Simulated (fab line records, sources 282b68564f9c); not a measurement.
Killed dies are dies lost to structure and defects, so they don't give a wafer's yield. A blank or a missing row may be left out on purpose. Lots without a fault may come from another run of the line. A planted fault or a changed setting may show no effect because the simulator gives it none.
A struck lot beside a sound one | flow rit_cmos | 43 steps out of a route of 202
Sound: wafers L817.2, L817.5, L817.6. Struck: wafers L827.2, L827.4, L827.6. The cause comes at the end.
At each step with rows: each side's tool, then ch and its chambers, then its first start. Under that, the readings that differ: sound wafers | struck wafers | difference of the means | sigmas: that difference in standard deviations of wafers without a fault.
alike: readings whose means differ by less than 2 such deviations, and words and numbers that are the same on both sides. not compared: withheld readings, readings that some wafer has no value for, bounds like >300 that may hide the same value, and numbers for which the record gives no deviation and whose values overlap.
The two part at a step that has a row with sigmas, a row that says differs or no value, or rows on one side only. Numbers that don't overlap but have no deviation are shown without sigmas and don't part them. A reading that every wafer of one side lacks parts them only if that side has two wafers or more.

RIT_ACTIVE_ETCH_13: etches Si3N4 in SF6, stops on SiO2, time 210 s, target depth 210 nm.
  sound on rie_diel-02 ch 2,3, day 1 20:44; struck on rie_diel-04 ch 0,1,2, day 3 23:09
  alike: drypump_motor_current_A, oes_product_au, throttle_valve_pct
  not compared: rf_hours_counter_h
RIT_ACTIVE_STRIP_14: strips in O2, time 180 s.
  sound on plasma_asher-03 ch 0,1, day 1 20:52; struck on plasma_asher-02 ch 0,1, day 3 23:17
  alike: drypump_motor_current_A
  not compared: rf_hours_counter_h
RIT_ACTIVE_CD_MEAS_90: target cd 1400 nm.
  sound on cd_sem-02, day 1 21:04; struck on cd_sem-02, day 3 23:29
  alike: cd_nm
then, 4 steps without rows for these wafers: RIT_ACTIVE_CLEAN_15 (cleans in SC1, time 600 s); RIT_ACTIVE_CLEAN_16 (cleans in dHF, time 30 s); RIT_ACTIVE_CLEAN_17 (cleans in SC2, time 600 s); RIT_FOX1_OXIDATION_00 (target thk 350.7 nm, ox time 1130 s).
RIT_FOX1_THK_MEAS_01:
  sound on film_metro-01, day 1 23:23; struck on film_metro-03, day 4 01:54
  alike: FOX1_OXIDE_THK
then, 2 steps without rows for these wafers: RIT_FOX1_WET_ETCH_02 (etches SiO2 in BOE, target depth 350 nm, time 390 s); RIT_FOX2_OXIDATION_00 (target thk 350.7 nm, ox time 1130 s).
RIT_FOX2_THK_MEAS_01:
  sound on film_metro-01, day 2 01:03; struck on film_metro-04, day 4 04:10
  alike: FOX2_OXIDE_THK
then, 1 step without rows for these wafers: RIT_FOX2_CLEAN_02 (cleans in dHF, time 180 s).
RIT_FOX2_WET_ETCH_03: etches Si3N4 in H3PO4, target depth 195 nm, time 2700 s.
  sound on wet_bench-04 ch 3, day 2 01:10; struck on wet_bench-04 ch 3, day 4 04:16
RIT_FOX2_THK_MEAS_90:
  sound on film_metro-03, day 2 01:56; struck on film_metro-03, day 4 05:02
  alike: FIELD_OXIDE_LEFT_1_THK
then, 6 steps without rows for these wafers: RIT_NWELL_HMDS_00 (prime time 60 s); RIT_NWELL_COAT_01 (resist thk 1300 nm); RIT_NWELL_SOFTBAKE_02 (time 60 s); RIT_NWELL_EXPOSE_03 (exposes mask M2, target cd 43900 nm); RIT_NWELL_PEB_04; RIT_NWELL_DEVELOP_05 (develop time 68 s).
RIT_NWELL_OVL_MEAS_06:
  sound on overlay-01, day 2 03:23; struck on overlay-01, day 4 05:59
  reading        | sound        | struck         | difference | sigmas
  NWELL_OVL (nm) | 1.5 0.8 -0.7 | -1.7 -2.1 -3.4 | -2.9       | -2
then, 2 steps without rows for these wafers: RIT_NWELL_HARDBAKE_07 (time 120 s); RIT_NWELL_IMPLANT_08.
RIT_NWELL_STRIP_09: strips in O2, time 180 s.
  sound on plasma_asher-03 ch 0,1, day 2 03:49; struck on plasma_asher-03 ch 0,1, day 4 06:25
  alike: drypump_motor_current_A
  not compared: rf_hours_counter_h
RIT_NWELL_TW_MEAS_10:
  sound on film_metro-02, day 2 04:00; struck on film_metro-04, day 4 06:35
  alike: NWELL_TW
then, 6 steps without rows for these wafers: RIT_PWELL_HMDS_00 (prime time 60 s); RIT_PWELL_COAT_01 (resist thk 1300 nm); RIT_PWELL_SOFTBAKE_02 (time 60 s); RIT_PWELL_EXPOSE_03 (exposes mask M3, target cd 43700 nm); RIT_PWELL_PEB_04; RIT_PWELL_DEVELOP_05 (develop time 68 s).
RIT_PWELL_OVL_MEAS_06:
  sound on overlay-01, day 2 05:02; struck on overlay-02, day 4 07:39
  alike: PWELL_OVL
then, 2 steps without rows for these wafers: RIT_PWELL_HARDBAKE_07 (time 120 s); RIT_PWELL_IMPLANT_08.
RIT_PWELL_STRIP_09: strips in O2, time 180 s.
  sound on plasma_asher-01 ch 0,1, day 2 05:28; struck on plasma_asher-01 ch 0, day 4 08:05
  alike: drypump_motor_current_A
  not compared: rf_hours_counter_h
RIT_PWELL_TW_MEAS_10:
  sound on film_metro-02, day 2 05:40; struck on film_metro-04, day 4 08:16
  alike: PWELL_TW
then, 1 step without rows for these wafers: RIT_WELLDRIVE_ANNEAL_00 (time 14700 s).
RIT_WELLDRIVE_RS_MEAS_01: measures by four-point-probe.
  sound on film_metro-02, day 2 11:22; struck on film_metro-04, day 4 14:20
  reading           | sound             | struck            | difference | sigmas
  NWELL_RS (ohm/sq) | 273.6 273.6 273.8 | 275.9 277.0 275.9 | +2.6       | +3
RIT_WELLDRIVE_RS_MEAS_02: measures by four-point-probe.
  sound on film_metro-02, day 2 11:29; struck on film_metro-04, day 4 14:28
  alike: PWELL_RS
then, 3 steps without rows for these wafers: RIT_NRETRO_HMDS_00 (prime time 60 s); RIT_NRETRO_COAT_01 (resist thk 1300 nm); RIT_NRETRO_SOFTBAKE_02 (time 60 s).
RIT_M1_PROBE_99:
  the record has rows for the struck wafers here (prober-01, day 5 21:42) and none for the sound ones

WHERE THEY PART
First at RIT_NWELL_OVL_MEAS_06; last, within this record, at RIT_M1_PROBE_99.

WHY: what the simulator had put in
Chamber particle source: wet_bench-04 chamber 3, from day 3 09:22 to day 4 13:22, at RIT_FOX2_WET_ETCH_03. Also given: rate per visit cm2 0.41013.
